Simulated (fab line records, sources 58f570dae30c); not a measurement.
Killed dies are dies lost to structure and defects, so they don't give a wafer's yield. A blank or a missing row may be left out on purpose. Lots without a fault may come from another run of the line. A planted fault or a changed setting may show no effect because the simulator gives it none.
A struck lot beside a sound one | flow berkeley_cmos170 | 15 steps out of a route of 331
Sound: wafers L443.1, L443.2, L443.3. Struck: wafer L450.6. (L450.1, L450.3 of the same lot were not struck and are left out.) The cause comes at the end.
At each step with rows: each side's tool, then ch and its chambers, then its first start. Under that, the readings that differ: sound wafers | struck wafers | difference of the means | sigmas: that difference in standard deviations of wafers without a fault.
alike: readings whose means differ by less than 2 such deviations, and words and numbers that are the same on both sides. not compared: withheld readings, readings that some wafer has no value for, bounds like >300 that may hide the same value, and numbers for which the record gives no deviation and whose values overlap.
The two part at a step that has a row with sigmas, a row that says differs or no value, or rows on one side only. Numbers that don't overlap but have no deviation are shown without sigmas and don't part them. A reading that every wafer of one side lacks parts them only if that side has two wafers or more.

first, 2 steps without rows for these wafers: UCB170_NLDD_PEB_04; UCB170_NLDD_DEVELOP_05 (develop time 45 s).
UCB170_NLDD_CD_MEAS_06: target cd 1200 nm.
  sound on cd_sem-02, day 6 05:34; struck on cd_sem-02, day 8 09:51
  alike: cd_nm
UCB170_NLDD_OVL_MEAS_07:
  sound on overlay-01, day 6 05:41; struck on overlay-01, day 8 09:58
  alike: NLDD_OVL
then, 2 steps without rows for these wafers: UCB170_NLDD_IMPLANT_08; UCB170_NLDD_IMPLANT_09.
UCB170_NLDD_STRIP_10: strips in O2.
  sound on plasma_asher-04 ch 0,1, day 6 06:03; struck on plasma_asher-02 ch 0, day 8 10:19
  alike: drypump_motor_current_A, oes_product_au, strip_time_to_endpoint_s
  not compared: rf_hours_counter_h
UCB170_NLDD_TW_MEAS_11:
  sound on film_metro-02, day 6 06:09; struck on film_metro-01, day 8 10:25
  reading | sound          | struck | difference | sigmas
  NLDD_TW | 2186 2180 2187 | 2254   | +70        | +2
then, 1 step without rows for these wafers: UCB170_NLDD_CLEAN_12 (cleans in SPM, time 600 s).
UCB170_SPACER_CVD_00: deposits SiO2 from TEOS/O2, target thk 376 nm, time 47 s.
  sound on pecvd-01 ch 0,1,2, day 6 06:23; struck on pecvd-04 ch 2, day 8 10:38
  alike: heater_power_w, pressure_mtorr
UCB170_SPACER_THK_MEAS_01:
  sound on film_metro-02, day 6 06:25; struck on film_metro-01, day 8 10:41
  alike: SPACER_TEOS_THK
then, 1 step without rows for these wafers: UCB170_SPACER_ANNEAL_02 (time 1800 s).
UCB170_SPACER_ETCHBACK_03: etches SiO2 in CHF3/CF4/Ar, stops on Si, target depth 376 nm, time 100 s.
  sound on rie_diel-02 ch 0,2,3, day 6 10:50; struck on rie_diel-02 ch 2, day 8 13:44
  reading            | sound             | struck | difference | sigmas
  rf_fwd_power_W (W) | 500.0 497.0 497.6 | 416.7  | -81.5      | -45
  alike: drypump_motor_current_A, oes_product_au, throttle_valve_pct
  not compared: rf_hours_counter_h
then, 1 step without rows for these wafers: UCB170_PSD_HMDS_00 (prime time 60 s).
UCB170_M3_PROBE_99:
  the record has rows for the sound wafers here (prober-02, day 7 18:11) and none for the struck ones

WHERE THEY PART
First at UCB170_NLDD_TW_MEAS_11; last, within this record, at UCB170_M3_PROBE_99.

WHY: what the simulator had put in
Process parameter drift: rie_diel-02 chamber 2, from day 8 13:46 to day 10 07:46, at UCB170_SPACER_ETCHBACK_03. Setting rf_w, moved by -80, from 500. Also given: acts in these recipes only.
